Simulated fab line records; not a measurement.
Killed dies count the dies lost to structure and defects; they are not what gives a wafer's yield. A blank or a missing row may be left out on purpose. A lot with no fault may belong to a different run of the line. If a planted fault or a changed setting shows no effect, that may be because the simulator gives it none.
fab line records ; flow ritCmos
record: lots: 5; wafers: 15; lastDay: 5
route steps=202 shown CONTACT@172 M1@184
lots untouched by any fault: they come from a run of this same line in which no faults occurred
startH: the number of hours between the record's first day and the start of the first shown wafer of the lot ; waitH: hours from the lot's prior step to this one ; " same as the row above ; L1.1+2: one row covering several wafers at once ; - either no value or no given start ; * or withheld: withheld ; < > ~ a bound
route shown NAME@n: NAME is a module with steps in the file, n the number in the route of the first one ; usual: mean and standard deviation over wafers with no fault ; same: alike in all rows ; chamber/n: place in a boat ; sites: the reading at each site ; _std_site: the standard deviation of these ; _edge_site: outer sites' mean less inner sites' ; radiusMm: for every site, how far away it sits from the centre of the wafer ; mask NAME#n: copy n ; behind: the tool/chamber that last shaped the wafer ; hold: what put the lot on hold/how long, in hours/how the hold closed ; device: names the non-switching transistor (n, p or np) ; end of line: tests run on the same wafers once the route is complete ; where a step has no rows: the recipe by itself ; killed: the dies lost at the first sort to structure and to defects; this is not the yield of the wafer ; map: a wafer's dies, x killed, . not, _ none there
set.NAME: setting as actually run; set.NAME@STEP: the setting as run at that earlier step ; model.NAME: the simulator's own value behind a step, which no gauge read
lots at some steps of the route; a table a step, a row a wafer
services: when a tool's chamber went out of use (startH, in hours from the record's first day, below 0 if earlier), for how many hours, and the reason
== steps ==
step: RIT_CONTACT_SOFTBAKE_04
recipe: resist: NOVOLAK; tempC: 90; timeS: 60
step: RIT_CONTACT_EXPOSE_05
recipe: maskId: M11; na: 0.6; sourceShape: conventional; sigmaOuter: 0.5; targetCdNm: 1000; doseMj: 250
step: RIT_CONTACT_PEB_06
recipe: resist: NOVOLAK; tempC: withheld; timeS: withheld
step: RIT_CONTACT_DEVELOP_07
recipe: resist: NOVOLAK; developTimeS: 120; devTempC: 23
step: RIT_CONTACT_CD_MEAS_08
recipe: targetCdNm: 1000
usual: cdNm: 999.3/1.8
lot.wafer;tool;chamber;startH;waitH;cdNm
L826.1;cdSem-01;-;51.90;-;996.9
L826.3;cdSem-01;-;51.90;-;996.1
L826.5;cdSem-01;-;51.90;-;996.7
L827.1;cdSem-01;-;58.98;-;1000.1
L827.4;cdSem-01;-;58.98;-;1000.0
L827.6;cdSem-01;-;58.98;-;1000.6
L832.2;cdSem-02;-;92.60;-;996.9
L832.3;cdSem-02;-;92.60;-;996.6
L832.5;cdSem-02;-;92.60;-;997.6
L837.3;cdSem-01;-;107.66;-;1002.7
L837.4;cdSem-01;-;107.66;-;1001.4
L837.5;cdSem-01;-;107.66;-;1000.8
L839.1;cdSem-02;-;117.03;-;1002.3
L839.2;cdSem-02;-;117.03;-;1002.4
L839.5;cdSem-02;-;117.03;-;1001.3
step: RIT_CONTACT_OVL_MEAS_09
usual: CONTACT_OVL: 0.2/1.2
lot.wafer;tool;chamber;startH;waitH;CONTACT_OVL[nm]
L826.1;overlay-01;-;52.02;0.1;1.7
L826.3;overlay-01;-;52.02;0.1;1.0
L826.5;overlay-01;-;52.02;0.1;-0.3
L827.1;overlay-02;-;59.10;0.1;0.3
L827.4;overlay-02;-;59.10;0.1;-0.7
L827.6;overlay-02;-;59.10;0.1;0.0
L832.2;overlay-02;-;92.71;0.1;-0.3
L832.3;overlay-02;-;92.71;0.1;-0.6
L832.5;overlay-02;-;92.71;0.1;1.2
L837.3;overlay-01;-;107.75;0.1;0.3
L837.4;overlay-01;-;107.75;0.1;2.0
L837.5;overlay-01;-;107.75;0.1;1.9
L839.1;overlay-01;-;117.15;0.1;-0.1
L839.2;overlay-01;-;117.15;0.1;1.2
L839.5;overlay-01;-;117.15;0.1;1.2
step: RIT_CONTACT_HARDBAKE_10
recipe: resist: NOVOLAK; tempC: 140; timeS: 60
step: RIT_CONTACT_ETCH_11
recipe: targetDepthA: 4800; overEtchFrac: 0.2; stopOn: TiSi2; chemistry: CHF3/CF4/Ar; target: SiO2; CHF3_flow_sccm: 50; cf4FlowSccm: 10; Ar_flow_sccm: 100; O2_flow_sccm: 5; pressureMtorr: 100; rfW: 206.3; timeS: 320
usual: O2_flow_sccm: 4.997/0.016; drypumpMotorCurrentA: 5.6/0.33; oesProductAu: 0.995/0.0096; throttleValvePct: 8.82/0.1
lot.wafer;tool;chamber;startH;waitH;O2_flow_sccm;drypumpMotorCurrentA;oesProductAu;rfHoursCounterH;throttleValvePct
L826.1;rieDiel-04;2;52.20;0.1;4.976;5.5;1.002;111;8.93
L826.3;rieDiel-04;0;52.20;0.1;4.986;5.4;1.004;40;8.72
L826.5;rieDiel-04;2;52.20;0.1;4.966;5.5;1.000;-;8.94
L827.1;rieDiel-03;1;59.29;0.1;4.984;5.6;0.996;73;8.81
L827.4;rieDiel-03;3;59.29;0.1;5.014;5.8;0.984;60;8.83
L827.6;rieDiel-03;0;59.29;0.1;5.031;5.8;0.994;-;8.90
L832.2;rieDiel-04;3;92.89;0.1;5.000;5.7;0.995;8;8.65
L832.3;rieDiel-04;1;92.89;0.1;4.997;5.0;1.017;107;8.67
L832.5;rieDiel-04;0;92.89;0.1;5.008;5.4;1.006;-;8.72
L837.3;rieDiel-03;3;107.92;0.1;4.973;5.8;0.984;61;8.84
L837.4;rieDiel-03;2;107.92;0.1;4.996;5.1;0.982;4;8.99
L837.5;rieDiel-03;1;107.92;0.1;5.004;5.6;0.985;-;8.82
L839.1;rieDiel-01;1;117.34;0.1;4.997;5.4;0.977;110;8.88
L839.2;rieDiel-01;2;117.34;0.1;5.000;6.1;1.002;146;8.81
L839.5;rieDiel-01;2;117.34;0.1;5.009;6.1;0.997;-;8.80
step: RIT_CONTACT_STRIP_12
recipe: chemistry: O2; timeS: 180; resist: NOVOLAK; platenTempC: withheld; powerW: 500; pressureMtorr: 4000; o2FlowSccm: 4000
usual: drypumpMotorCurrentA: 5.86/0.29
lot.wafer;tool;chamber;startH;waitH;drypumpMotorCurrentA;rfHoursCounterH
L826.1;plasmaAsher-03;1;52.40;0.1;5.47;40
L826.3;plasmaAsher-03;0;52.40;0.1;6.09;-
L826.5;plasmaAsher-03;1;52.40;0.1;5.49;-
L827.1;plasmaAsher-03;0;59.48;0.1;6.07;41
L827.4;plasmaAsher-03;0;59.48;0.1;6.05;-
L827.6;plasmaAsher-03;1;59.48;0.1;5.49;-
L832.2;plasmaAsher-02;1;93.08;0.1;5.78;31
L832.3;plasmaAsher-02;1;93.08;0.1;5.77;-
L832.5;plasmaAsher-02;0;93.08;0.1;5.94;-
L837.3;plasmaAsher-03;0;108.18;0.2;6.05;-
L837.4;plasmaAsher-03;1;108.18;0.2;5.50;-
L837.5;plasmaAsher-03;0;108.18;0.2;6.07;-
L839.1;plasmaAsher-01;0;117.53;0.1;5.57;46
L839.2;plasmaAsher-01;1;117.53;0.1;6.30;46
L839.5;plasmaAsher-01;1;117.53;0.1;6.29;-
step: RIT_CONTACT_CD_MEAS_90
recipe: targetCdNm: 1000
usual: cdNm: 999.5/1.8
lot.wafer;tool;chamber;startH;waitH;cdNm
L826.1;cdSem-02;-;52.57;0.1;996.7
L826.3;cdSem-02;-;52.57;0.1;996.7
L826.5;cdSem-02;-;52.57;0.1;996.1
L827.1;cdSem-01;-;59.66;0.1;1000.0
L827.4;cdSem-01;-;59.66;0.1;1000.1
L827.6;cdSem-01;-;59.66;0.1;1000.6
L832.2;cdSem-01;-;93.28;0.1;997.2
L832.3;cdSem-01;-;93.28;0.1;996.6
L832.5;cdSem-01;-;93.28;0.1;997.7
L837.3;cdSem-01;-;108.33;0.1;1003.0
L837.4;cdSem-01;-;108.33;0.1;1001.5
L837.5;cdSem-01;-;108.33;0.1;1000.9
L839.1;cdSem-01;-;117.70;0.1;1002.6
L839.2;cdSem-01;-;117.70;0.1;1002.2
L839.5;cdSem-01;-;117.70;0.1;1001.6
step: RIT_CONTACT_CLEAN_13
recipe: chemistry: SC1; mix: 3:3:50; timeS: 600; tempC: 75
step: RIT_CONTACT_CLEAN_14
recipe: chemistry: SC2; mix: 3:3:50; timeS: 600; tempC: 75; dry: n2Spin
step: RIT_M1_SPUTTER_00
recipe: material: Al; targetThkNm: 400; powerW: 2000; chamberPressurePa: 0.4; gas: Ar; timeS: 500; substrateTempC: 25
usual: cathodeDcPowerW: 2000.0/0.38; throttleValvePct: 30.1/0.8
lot.wafer;tool;chamber;startH;waitH;cathodeDcPowerW;throttleValvePct;model.Al_of_M1_SPUTTER_00.thkNm
L826.1;pvdSputter-01;-;53.06;0.0;2000.3;30.3;396.5
L826.3;pvdSputter-01;-;53.06;0.0;2000.2;31.3;401.1
L826.5;pvdSputter-01;-;53.06;0.0;1999.2;30.8;398.7
L827.1;pvdSputter-03;-;60.15;0.0;2000.0;31.1;405.5
L827.4;pvdSputter-03;-;60.15;0.0;1999.5;30.3;405.3
L827.6;pvdSputter-03;-;60.15;0.0;1999.3;29.8;407.5
L832.2;pvdSputter-01;-;93.74;0.0;2047.1;30.4;406.1
L832.3;pvdSputter-01;-;93.74;0.0;2048.2;31.0;411.3
L832.5;pvdSputter-01;-;93.74;0.0;2046.8;30.2;405.8
L837.3;pvdSputter-04;-;108.79;0.0;1999.7;30.4;402
L837.4;pvdSputter-04;-;108.79;0.0;1999.9;28.8;399.4
L837.5;pvdSputter-04;-;108.79;0.0;2000.1;30.6;397
L839.1;pvdSputter-04;-;118.19;0.0;2000.2;28.5;390.8
L839.2;pvdSputter-04;-;118.19;0.0;1999.6;29.0;394.1
L839.5;pvdSputter-04;-;118.19;0.0;2000.7;28.3;392
step: RIT_M1_RS_MEAS_01
recipe: thkMeasGauge: four-point-probe; reads: Al_of_M1_SPUTTER_00
usual: M1_AL_RS: 0.0737/0.00078
lot.wafer;tool;chamber;startH;waitH;M1_AL_RS[ohm/sq]
L826.1;filmMetro-03;-;53.35;0.1;0.0741
L826.3;filmMetro-03;-;53.35;0.1;0.0733
L826.5;filmMetro-03;-;53.35;0.1;0.0738
L827.1;filmMetro-04;-;60.44;0.1;0.0723
L827.4;filmMetro-04;-;60.44;0.1;0.0725
L827.6;filmMetro-04;-;60.44;0.1;0.0720
L832.2;filmMetro-03;-;94.06;0.2;0.0724
L832.3;filmMetro-03;-;94.06;0.2;0.0715
L832.5;filmMetro-03;-;94.06;0.2;0.0725
L837.3;filmMetro-02;-;109.13;0.2;0.0729
L837.4;filmMetro-02;-;109.13;0.2;0.0733
L837.5;filmMetro-02;-;109.13;0.2;0.0740
L839.1;filmMetro-03;-;118.49;0.1;0.0754
L839.2;filmMetro-03;-;118.49;0.1;0.0747
L839.5;filmMetro-03;-;118.49;0.1;0.0750
step: RIT_M1_THK_MEAS_02
recipe: thkMeasGauge: xrf; reads: Al_of_M1_SPUTTER_00
usual: M1_AL_THK: 394/5
lot.wafer;tool;chamber;startH;waitH;M1_AL_THK[nm]
L826.1;filmMetro-03;-;53.47;0.1;395
L826.3;filmMetro-03;-;53.47;0.1;399
L826.5;filmMetro-03;-;53.47;0.1;397
L827.1;filmMetro-04;-;60.56;0.1;406
L827.4;filmMetro-04;-;60.56;0.1;403
L827.6;filmMetro-04;-;60.56;0.1;407
L832.2;filmMetro-03;-;94.17;0.1;405
L832.3;filmMetro-03;-;94.17;0.1;411
L832.5;filmMetro-03;-;94.17;0.1;402
L837.3;filmMetro-02;-;109.23;0.1;395
L837.4;filmMetro-02;-;109.23;0.1;393
L837.5;filmMetro-02;-;109.23;0.1;391
L839.1;filmMetro-03;-;118.61;0.1;391
L839.2;filmMetro-03;-;118.61;0.1;393
L839.5;filmMetro-03;-;118.61;0.1;393
step: RIT_M1_HMDS_03
recipe: primeTimeS: 60; primeTempC: 140
step: RIT_M1_COAT_04
recipe: resist: NOVOLAK; spinRpm: 2000; resistThkNm: 1300
step: RIT_M1_SOFTBAKE_05
recipe: resist: NOVOLAK; tempC: 90; timeS: 60
step: RIT_M1_EXPOSE_06
recipe: maskId: M12; na: 0.6; sourceShape: conventional; sigmaOuter: 0.5; targetCdNm: 2600; doseMj: 250
step: RIT_M1_PEB_07
recipe: resist: NOVOLAK; tempC: withheld; timeS: withheld
step: RIT_M1_DEVELOP_08
recipe: resist: NOVOLAK; developTimeS: 68; devTempC: 23
step: RIT_M1_CD_MEAS_09
recipe: targetCdNm: 2600
usual: cdNm: 2600.6/2.5
lot.wafer;tool;chamber;startH;waitH;cdNm
L826.1;cdSem-01;-;54.54;-;2600.4
L826.3;cdSem-01;-;54.54;-;2602.5
L826.5;cdSem-01;-;54.54;-;2602.1
L827.1;cdSem-01;-;61.50;-;2599.8
L827.4;cdSem-01;-;61.50;-;2598.1
L827.6;cdSem-01;-;61.50;-;2597.8
L832.2;cdSem-01;-;95.12;-;2599.3
L832.3;cdSem-01;-;95.12;-;2598.8
L832.5;cdSem-01;-;95.12;-;2598.4
L837.3;cdSem-02;-;110.31;-;2601.4
L837.4;cdSem-02;-;110.31;-;2602.6
L837.5;cdSem-02;-;110.31;-;2602.9
L839.1;cdSem-02;-;119.67;-;2601.0
L839.2;cdSem-02;-;119.67;-;2600.9
L839.5;cdSem-02;-;119.67;-;2598.3
step: RIT_M1_OVL_MEAS_10
usual: M1_OVL: 0.6/1.5
lot.wafer;tool;chamber;startH;waitH;M1_OVL[nm]
L826.1;overlay-02;-;54.66;0.1;-1.4
L826.3;overlay-02;-;54.66;0.1;-1.1
L826.5;overlay-02;-;54.66;0.1;-1.1
L827.1;overlay-01;-;61.62;0.1;0.6
L827.4;overlay-01;-;61.62;0.1;2.6
L827.6;overlay-01;-;61.62;0.1;1.3
L832.2;overlay-01;-;95.23;0.1;3.8
L832.3;overlay-01;-;95.23;0.1;4.3
L832.5;overlay-01;-;95.23;0.1;1.7
L837.3;overlay-02;-;110.41;0.1;-2.3
L837.4;overlay-02;-;110.41;0.1;0.8
L837.5;overlay-02;-;110.41;0.1;-1.6
L839.1;overlay-01;-;119.79;0.1;0.7
L839.2;overlay-01;-;119.79;0.1;0.9
L839.5;overlay-01;-;119.79;0.1;2.5
step: RIT_M1_HARDBAKE_11
recipe: resist: NOVOLAK; tempC: 140; timeS: 120
step: RIT_M1_METAL_ETCH_12
recipe: stopOn: SiO2; chemistry: Cl2/BCl3; target: Al; timeS: 165; overEtchFrac: 0.5; pressureMtorr: 100; targetDepthA: 6000; rfW: 250; Cl2_flow_sccm: 60; bcl3FlowSccm: 50
usual: drypumpMotorCurrentA: 5.5/0.54; oesProductAu: 0.777/0.011; throttleValvePct: 8.27/0.046
lot.wafer;tool;chamber;startH;waitH;drypumpMotorCurrentA;oesProductAu;rfHoursCounterH;throttleValvePct;model.etch.depthNm;model.M1.featureDepthNm
L826.1;rieMetal-04;0;55.08;0.2;5.3;0.763;2;8.28;396.5;429
L826.3;rieMetal-04;1;55.08;0.2;6.4;0.788;-;8.23;401.1;432.3
L826.5;rieMetal-04;0;55.08;0.2;5.2;0.778;-;8.29;398.7;431.4
L827.1;rieMetal-03;1;61.91;0.2;5.9;0.786;34;8.19;405.5;437.5
L827.4;rieMetal-03;1;61.91;0.2;5.9;0.784;-;8.19;405.3;437
L827.6;rieMetal-03;0;61.91;0.2;5.1;0.786;-;8.34;407.5;439.6
L832.2;rieMetal-04;1;95.51;0.2;6.4;0.803;3;8.24;406.1;437.4
L832.3;rieMetal-04;0;95.51;0.2;5.2;0.781;-;8.28;411.3;443.4
L832.5;rieMetal-04;1;95.51;0.2;6.4;0.802;-;8.25;405.8;437.4
L837.3;rieMetal-02;0;110.73;0.2;4.8;0.778;-;8.29;402;435.3
L837.4;rieMetal-02;1;110.73;0.2;5.7;0.776;-;8.28;399.4;431.7
L837.5;rieMetal-02;0;110.73;0.2;4.8;0.768;-;8.28;397;430.1
L839.1;rieMetal-03;1;120.08;0.2;5.9;0.781;35;8.19;390.8;422.2
L839.2;rieMetal-03;0;120.08;0.2;5.0;0.760;39;8.33;394.1;426.1
L839.5;rieMetal-03;1;120.08;0.2;5.9;0.778;-;8.20;392;423.3
step: RIT_M1_STRIP_13
recipe: chemistry: nmp; resist: NOVOLAK; tempC: 80; timeS: 600; dry: n2Spin
step: RIT_M1_PROBE_99
usual: killedAtFrontEnd: 6.6/3; killedDies: 7/3; killedOpen: 3.3/2; killedShort: 3.4/2
same: grossDies: 264; killed_at_M0_to_M3: 0; killed_at_M4_up: 0; killedAtBackSide: 0; killedAtContacts: 0; killedAtOther: 0
lot.wafer;tool;chamber;startH;waitH;killedAtFrontEnd;killedDies;killedOpen;killedShort
L826.1;prober-01;-;57.34;0.1;3;3;2;1
L826.3;prober-01;-;57.44;0.2;6;6;2;4
L826.5;prober-01;-;57.54;0.2;3;3;1;2
L827.1;prober-01;-;64.18;0.1;7;7;1;6
L827.4;prober-01;-;64.33;0.2;6;6;4;2
L827.6;prober-01;-;64.43;0.2;7;7;4;3
L832.2;prober-01;-;97.86;0.1;6;6;2;4
L832.3;prober-01;-;97.91;0.2;10;10;4;6
L832.5;prober-01;-;98.01;0.2;8;8;3;5
L837.3;prober-02;-;113.07;0.2;5;5;0;5
L837.4;prober-02;-;113.12;0.2;10;10;4;6
L837.5;prober-02;-;113.17;0.2;7;7;2;5
L839.1;prober-01;-;122.36;0.1;6;6;2;4
L839.2;prober-01;-;122.41;0.1;8;8;3;5
L839.5;prober-01;-;122.56;0.2;7;7;3;4
killed by level:class
L826.1 REOX:geometricParticle:open=1 SPACER:geometricParticle:open=1 SILICIDE:geometricParticle:short=1
L826.3 GATE:geometricParticle:open=2 GATE:geometricParticle:short=2 SPACER:geometricParticle:short=2
L826.5 GATE:geometricParticle:open=1 GATE:geometricParticle:short=1 SPACER:geometricParticle:short=1
L827.1 SPACER:geometricParticle:short=2 FOX1:geometricParticle:short=1 FOX2:geometricParticle:open=1 GATE:geometricParticle:short=1 REOX:geometricParticle:short=1 SILICIDE:geometricParticle:short=1
L827.4 GATE:geometricParticle:open=2 REOX:geometricParticle:open=2 SPACER:geometricParticle:short=1 SILICIDE:geometricParticle:short=1
L827.6 FOX1:geometricParticle:open=1 GATE:geometricParticle:open=1 GATE:geometricParticle:short=1 REOX:geometricParticle:open=1 REOX:geometricParticle:short=1 SPACER:geometricParticle:open=1 SILICIDE:geometricParticle:short=1
L832.2 FOX1:geometricParticle:short=1 GATE:geometricParticle:open=1 GATE:geometricParticle:short=1 SPACER:geometricParticle:short=1 SILICIDE:geometricParticle:open=1 SILICIDE:geometricParticle:short=1
L832.3 GATE:geometricParticle:short=4 GATE:geometricParticle:open=2 SPACER:geometricParticle:short=2 FOX2:geometricParticle:open=1 SPACER:geometricParticle:open=1
L832.5 GATE:geometricParticle:short=3 GATE:geometricParticle:open=1 FOX1:geometricParticle:short=1 FOX1:geometricParticle:open=1 SPACER:geometricParticle:open=1 SPACER:geometricParticle:short=1
L837.3 FOX1:geometricParticle:short=2 GATE:geometricParticle:short=2 SPACER:geometricParticle:short=1
L837.4 FOX1:geometricParticle:open=2 FOX2:geometricParticle:short=2 GATE:geometricParticle:short=2 GATE:geometricParticle:open=1 REOX:geometricParticle:short=1 SPACER:geometricParticle:short=1 SILICIDE:geometricParticle:open=1
L837.5 FOX1:geometricParticle:short=2 ACTIVE:geometricParticle:open=1 GATE:geometricParticle:open=1 GATE:geometricParticle:short=1 REOX:geometricParticle:short=1 SPACER:geometricParticle:short=1
L839.1 GATE:geometricParticle:short=3 FOX1:geometricParticle:short=1 FOX2:geometricParticle:open=1 GATE:geometricParticle:open=1
L839.2 GATE:geometricParticle:short=4 FOX1:geometricParticle:open=1 GATE:geometricParticle:open=1 SPACER:geometricParticle:short=1 SPACER:geometricParticle:open=1
L839.5 FOX1:geometricParticle:short=1 FOX2:geometricParticle:open=1 GATE:geometricParticle:open=1 GATE:geometricParticle:short=1 REOX:geometricParticle:short=1 SPACER:geometricParticle:open=1 SILICIDE:geometricParticle:short=1
== services ==
tool;chamber;startH;hours;kind
rieMetal-02;0;92.16;5.9;repair
rieDiel-01;3;99.00;7.7;repair
rieDiel-01;3;106.66;-;clean
rieDiel-01;3;106.66;23.5;scheduledDown
rieDiel-01;3;106.66;23.5;ventCycle
rieDiel-04;0;106.71;3.4;repair
plasmaAsher-03;-;108.75;9.0;pm
plasmaAsher-03;0;108.75;9.0;ventCycle
plasmaAsher-03;1;108.75;9.0;ventCycle
plasmaAsher-03;0;117.75;-;clean
plasmaAsher-03;1;117.75;-;clean
rieDiel-01;0;118.56;13.5;repair
== key ==
firstSign: step: RIT_M1_SPUTTER_00; reading: cathodeDcPowerW; direction: up; sigmas: 99+; usual: 2000.0; struck: 2047.4
effect: step: RIT_M1_RS_MEAS_01; reading: M1_AL_RS; direction: down; sigmas: 2.1; usual: 0.0737; struck: 0.0721
effect: step: RIT_M1_THK_MEAS_02; reading: M1_AL_THK; direction: up; sigmas: 2.3; usual: 394; struck: 406
modelEffect: step: RIT_M1_SPUTTER_00; value: Al_of_M1_SPUTTER_00.thkNm; without: 398.1; struck: 407.7
modelEffect: step: RIT_M1_METAL_ETCH_12; value: etch.depthNm; without: 398.1; struck: 407.7
metAt RIT_M1_SPUTTER_00
struckWafers L832.2,L832.3,L832.5
testerLeftOut L832
onsetBetween 53.06 93.74
earlierFault: kind: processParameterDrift; tool: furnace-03; chamber: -; onsetH: 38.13; steps: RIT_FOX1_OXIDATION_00; channel: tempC; offset: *; shape: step; endH: 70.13; actsIn: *; stated: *
fault: kind: processParameterDrift; tool: pvdSputter-01; chamber: -; onsetH: 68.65; steps: RIT_M1_SPUTTER_00; channel: powerW; offset: 47.357; shape: step; stated: 2000
testerLeftOut: of these lots the tester's yield and bins aren't shown, on N5 and GAA mostly nor the transistor test; their killed dies are dies lost to structure and defects alone, not to doping, threshold or leakage, so they don't give the yield
